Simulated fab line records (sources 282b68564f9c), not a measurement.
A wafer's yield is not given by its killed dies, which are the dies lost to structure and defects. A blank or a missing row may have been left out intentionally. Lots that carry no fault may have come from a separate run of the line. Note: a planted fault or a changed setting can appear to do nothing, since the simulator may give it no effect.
Code-filled problem report in 8D (eight disciplines) form | flow rit cmos | the parts of the form that need people (team, actions taken, sign-off) are left out

== 1. THE ISSUE ==
Wafers without a fault read 23.00 C, standard deviation 0.12; developer temp C at RIT_NWELL_DEVELOP_05 reads a mean of 25.22 C on 9 wafers belonging to 3 lots. That puts it +18 standard deviations away from the usual mean.
The step: develop time 64.78 s.
Earliest sighting: wafer L428.1 on litho track-01 at day 3 13:00. The record has a number at this step for 45 wafers belonging to 15 lots. Rule for "out", or "out of limits": more than 4 standard deviations from the usual mean. Any other wafer with a number is counted as sound.

== 2. WHAT THIS IS AND IS NOT ==
question                    | is                     | is not
which readings at this step | developer temp C       | -
which lots                  | L428, L429, L432       | L420, L421, L422, L423, L424, L425, L426, L427, L440, L441, L442, L443
which wafers of those lots  | all that have a number | -
read on which tools         | litho track-01         | litho track-03, litho track-04
when                        | from day 3 13:00       | up to then (24 sound wafers); but 12 sound wafers of L440, L441, L442, L443 came after

== 3. SUSPECTS, AND WHAT RULES EACH OUT ==
Counting: a tool stays on the suspect list if, at a process step up to the reading, it processed all lots that are out and no sound lot following the first of them.
- litho track-01 at RIT_NWELL_DEVELOP_05 (develop time 64.78 s): kept. All lots that are out passed through it, beginning with L428 at day 3 13:00, and no sound lot followed; its final sound lot before that point was L427 at day 3 07:00. Out on those wafers are its own readings of developer temp C.
Left after counting: litho track-01 at RIT_NWELL_DEVELOP_05.

== 4. THE CAUSE (what the simulator had put in) ==
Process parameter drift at RIT_NWELL_DEVELOP_05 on litho track-01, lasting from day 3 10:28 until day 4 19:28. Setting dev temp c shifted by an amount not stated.
Counting left only this tool.

== 5. SEQUENCE OF EFFECTS, ordered by route ==
One row per reading whose mean, taken over the struck wafers that have a number, lies over 3 standard deviations from the usual. Only readings for which the record gives a usual standard deviation are gone through. hours: the time from each lot's start at the first step in this table that gives one to its start at this step, as a median over the lots. sigmas: the change in usual standard deviations.
hours | step                 | reading          | usual   | on struck wafers | change | sigmas
0     | RIT_NWELL_DEVELOP_05 | developer temp C | 23.00 C | 25.22            | +2.22  | +18
Process steps it contains:
- RIT_NWELL_DEVELOP_05: develop time 64.78 s.
Later steps that measure or inspect, where all struck wafers having a row at the step show a number for every such reading and not one has moved that far: RIT_WELLDRIVE_RS_MEAS_01, RIT_CONTACT_CD_MEAS_90, RIT_M1_RS_MEAS_01.

== 6. HOW IT WOULD HAVE BEEN CAUGHT EARLIER ==
In this record the first reading out of limits was taken at day 3 13:00, 3 hours after the fault began at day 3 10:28.
